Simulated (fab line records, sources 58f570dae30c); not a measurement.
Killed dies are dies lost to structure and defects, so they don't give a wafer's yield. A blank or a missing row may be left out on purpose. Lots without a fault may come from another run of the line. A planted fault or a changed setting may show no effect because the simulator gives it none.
Which tool did it? | flow berkeley_cmos170 | 14 lots, 42 wafers sampled, at 6 steps of a route of 331

WHAT THE GAUGES READ, wafer by wafer
UCB170_PLDD_TW_MEAS_11. Usual: PLDD_TW 1008, standard deviation 4.2.
lot  | measured     | on            | PLDD_TW        | flag
L531 | day 7 16:10  | film_metro-02 | 1007 1005 1005 |
L532 | day 7 00:29  | film_metro-02 | 1005 1006 1007 |
L533 | day 7 15:53  | film_metro-01 | 1002 1006 1007 |
L535 | day 7 14:52  | film_metro-03 | 1009 1011 1012 |
L538 | day 8 19:44  | film_metro-03 | 1008 1014 1014 |
L539 | day 8 20:13  | film_metro-03 | 1004 1004 1008 |
L540 | day 8 19:59  | film_metro-02 | 1008 1009 1009 |
L542 | day 9 12:47  | film_metro-03 | 1009 1005 1004 |
L546 | day 10 04:07 | film_metro-02 | 1006 1004 1007 |
L545 | day 10 03:47 | film_metro-01 | 1014 1004 1008 |
L548 | day 11 04:05 | film_metro-01 | 1038 1037 1035 | OFF
L549 | day 11 04:20 | film_metro-03 | 1001 1007 1004 |
L550 | day 11 10:53 | film_metro-03 | 1023 1030 1029 | OFF
L553 | day 12 02:34 | film_metro-01 | 1008 1011 1007 |

UCB170_SDANNEAL_RS_MEAS_04: measures by four-point-probe. Usual: PLDD_RS 1031.7 ohm/sq, standard deviation 2.3.
lot  | measured     | on            | PLDD_RS (ohm/sq)     | flag
L531 | day 8 06:49  | film_metro-01 | 1028.4 1028.2 1029.2 |
L532 | day 7 13:13  | film_metro-01 | 1032.0 1031.1 1032.2 |
L533 | day 8 07:05  | film_metro-02 | 1033.9 1032.9 1035.4 |
L535 | day 8 06:25  | film_metro-03 | 1030.9 1034.6 1034.4 |
L538 | day 9 11:37  | film_metro-01 | 1030.7 1027.8 1029.9 |
L539 | day 9 12:04  | film_metro-03 | 1028.7 1029.3 1033.4 |
L540 | day 9 11:38  | film_metro-02 | 1033.9 1035.7 1034.2 |
L542 | day 10 03:17 | film_metro-03 | 1030.9 1030.8 1032.6 |
L546 | day 10 18:03 | film_metro-01 | 1027.5 1030.7 1028.8 |
L545 | day 10 17:58 | film_metro-02 | 1032.8 1032.8 1033.4 |
L548 | day 11 18:23 | film_metro-02 | 970.8 969.8 968.0    | OFF
L549 | day 11 18:41 | film_metro-03 | 1032.9 1027.9 1031.5 |
L550 | day 12 03:20 | film_metro-02 | 968.4 971.7 970.3    | OFF
L553 | day 12 16:38 | film_metro-01 | 1035.5 1031.3 1032.1 |

UCB170_M2_RS_MEAS_02: measures by four-point-probe. Usual: M2_AL_RS 0.0321 ohm/sq, standard deviation 0.00037.
lot  | measured     | on            | M2_AL_RS (ohm/sq)    | flag
L531 | day 8 22:39  | film_metro-04 | 0.0326 0.0325 0.0326 |
L532 | day 8 02:47  | film_metro-03 | 0.0323 0.0323 0.0327 |
L533 | day 8 23:42  | film_metro-01 | 0.0319 0.0321 0.0320 |
L535 | day 8 21:34  | film_metro-04 | 0.0315 0.0319 0.0317 |
L538 | day 9 22:53  | film_metro-04 | 0.0325 0.0320 0.0324 |
L539 | day 10 01:07 | film_metro-01 | 0.0323 0.0321 0.0323 |
L540 | day 10 00:58 | film_metro-03 | 0.0320 0.0324 0.0322 |
L542 | day 10 15:46 | film_metro-01 | 0.0324 0.0317 0.0318 |
L546 | day 11 07:27 | film_metro-03 | 0.0328 0.0322 0.0322 |
L545 | day 11 07:12 | film_metro-04 | 0.0322 0.0316 0.0319 |
L548 | day 12 08:48 | film_metro-04 | 0.0323 0.0323 0.0324 |
L549 | day 12 11:26 | film_metro-04 | 0.0313 0.0317 0.0316 |
L550 | day 12 14:13 | film_metro-04 | 0.0323 0.0323 0.0323 |
L553 | day 13 05:16 | film_metro-01 | 0.0315 0.0311 0.0316 |

UCB170_V2_OVL_MEAS_13. Usual: V2_OVL 8 nm, standard deviation 5.6.
lot  | measured     | on         | V2_OVL (nm) | flag
L531 | day 9 04:08  | overlay-02 | 15 12 11    |
L532 | day 8 08:07  | overlay-02 | 11 6 13     |
L533 | day 9 04:29  | overlay-02 | 11 -9 12    |
L535 | day 9 03:08  | overlay-01 | 5 2 7       |
L538 | day 10 03:55 | overlay-01 | 12 8 3      |
L539 | day 10 09:59 | overlay-02 | 2 17 4      |
L540 | day 10 09:45 | overlay-01 | 15 7 12     |
L542 | day 10 20:42 | overlay-02 | 1 9 -2      |
L546 | day 11 13:09 | overlay-02 | 0 -2 2      |
L545 | day 11 12:44 | overlay-01 | 10 6 3      |
L548 | day 12 13:20 | overlay-02 | 10 11 13    |
L549 | day 12 15:53 | overlay-02 | 5 4 1       |
L550 | day 12 18:57 | overlay-01 | 8 8 2       |
L553 | day 13 09:40 | overlay-01 | 9 17 8      |

WHICH TOOL RAN EACH LOT (tool, then ch and the chambers of the sampled wafers, then the start)
lot  | UCB170_ZERO_STRIP_07                | UCB170_PLDD_IMPLANT_08
L531 | plasma_asher-02 ch 0,1, day 2 00:01 | implanter-03 ch 0, day 7 15:48
L532 | plasma_asher-04 ch 0,1, day 2 00:16 | implanter-02 ch 0, day 7 00:05
L533 | plasma_asher-02 ch 0,1, day 2 07:17 | implanter-04 ch 0, day 7 15:29
L535 | plasma_asher-04 ch 0,1, day 2 15:19 | implanter-04 ch 0, day 7 14:28
L538 | plasma_asher-01 ch 0,1, day 3 07:47 | implanter-03 ch 0, day 8 19:20
L539 | plasma_asher-01 ch 0,1, day 3 13:34 | implanter-02 ch 0, day 8 19:49
L540 | plasma_asher-04 ch 1, day 3 19:55   | implanter-04 ch 0, day 8 19:35
L542 | plasma_asher-01 ch 0, day 4 04:08   | implanter-02 ch 0, day 9 12:25
L546 | plasma_asher-01 ch 0,1, day 4 21:28 | implanter-03 ch 0, day 10 03:43
L545 | plasma_asher-02 ch 0,1, day 4 21:56 | implanter-02 ch 0, day 10 03:25
L548 | plasma_asher-02 ch 0,1, day 5 11:31 | implanter-03 ch 0, day 11 03:41
L549 | plasma_asher-01 ch 0,1, day 5 11:47 | implanter-02 ch 0, day 11 03:58
L550 | plasma_asher-02 ch 0,1, day 5 22:16 | implanter-03 ch 0, day 11 10:30
L553 | plasma_asher-01 ch 0,1, day 6 15:53 | implanter-02 ch 0, day 12 02:13
- UCB170_ZERO_STRIP_07: strips in O2.
- UCB170_PLDD_IMPLANT_08

WHAT THE TOOLS THEMSELVES READ (means of the sampled wafers that have a number; where no wafer has one, the mark that the record gives instead)
UCB170_ZERO_STRIP_07. Usual: drypump_motor_current_A 5.9 A, standard deviation 0.35; oes_product_au 0.727 a.u., standard deviation 0.0049; strip_time_to_endpoint_s 21.50 s, standard deviation 0.073.
lot  | tool            | drypump_motor_current_A (A) | oes_product_au (a.u.) | strip_time_to_endpoint_s (s) | flag
L531 | plasma_asher-02 | 6.1                         | 0.730                 | 21.49                        |
L532 | plasma_asher-04 | 6.0                         | 0.728                 | 21.54                        |
L533 | plasma_asher-02 | 6.2                         | 0.726                 | 21.68                        |
L535 | plasma_asher-04 | 5.8                         | 0.730                 | 21.60                        |
L538 | plasma_asher-01 | 5.8                         | 0.730                 | 21.50                        |
L539 | plasma_asher-01 | 5.5                         | 0.726                 | 21.43                        |
L540 | plasma_asher-04 | 6.1                         | 0.722                 | 21.49                        |
L542 | plasma_asher-01 | 6.0                         | 0.727                 | 21.48                        |
L546 | plasma_asher-01 | 5.8                         | 0.725                 | 21.60                        |
L545 | plasma_asher-02 | 6.2                         | 0.722                 | 21.48                        |
L548 | plasma_asher-02 | 5.9                         | 0.730                 | 21.53                        |
L549 | plasma_asher-01 | 5.5                         | 0.723                 | 21.48                        |
L550 | plasma_asher-02 | 6.1                         | 0.727                 | 21.45                        |
L553 | plasma_asher-01 | 5.6                         | 0.724                 | 21.44                        |

UCB170_PLDD_IMPLANT_08. Usual: dose_ions_cm2 5e+13, standard deviation 6.1e+10; faraday_current_uA 158, standard deviation 3.1.
lot  | tool         | dose_ions_cm2 | faraday_current_uA | flag
L531 | implanter-03 | 5e+13         | 158                |
L532 | implanter-02 | 5e+13         | 158                |
L533 | implanter-04 | 5e+13         | 159                |
L535 | implanter-04 | 5e+13         | 158                |
L538 | implanter-03 | 5e+13         | 158                |
L539 | implanter-02 | 5e+13         | 158                |
L540 | implanter-04 | 5e+13         | 159                |
L542 | implanter-02 | 5e+13         | 161                |
L546 | implanter-03 | 5e+13         | 159                |
L545 | implanter-02 | 5e+13         | 157                |
L548 | implanter-03 | 6e+13         | 183                | OFF
L549 | implanter-02 | 5e+13         | 160                |
L550 | implanter-03 | 6e+13         | 183                | OFF
L553 | implanter-02 | 5e+13         | 162                |

THE ANSWER, worked out from the rows above alone
Rule: a lot is off if the mean of its wafers that have a number lies more than 3 standard deviations from the usual mean. A lot without any number at a reading at which 4 lots or more have one is off too. The other lots that the step has rows for count as sound. The gauges are gone through in route order, then the tools' own readings, and for those a lot's mean is taken as printed above. The first step at which some lot is off is used, and at that step the reading that is off furthest; a lot without a number counts as furthest.
Off: L548, L550, at UCB170_PLDD_TW_MEAS_11 (PLDD_TW).
A tool fits if, at a process step before that reading, it ran every lot that is off, and no sound lot after the first of them. The gauges at UCB170_PLDD_TW_MEAS_11 aren't tried: what is off there is off at UCB170_SDANNEAL_RS_MEAS_04 too, on other tools, and a gauge's error can't cause that. Can't be told from this: 2 tools fit, plasma_asher-02 at UCB170_ZERO_STRIP_07, implanter-03 at UCB170_PLDD_IMPLANT_08.

WHAT THE SIMULATOR HAD PUT IN
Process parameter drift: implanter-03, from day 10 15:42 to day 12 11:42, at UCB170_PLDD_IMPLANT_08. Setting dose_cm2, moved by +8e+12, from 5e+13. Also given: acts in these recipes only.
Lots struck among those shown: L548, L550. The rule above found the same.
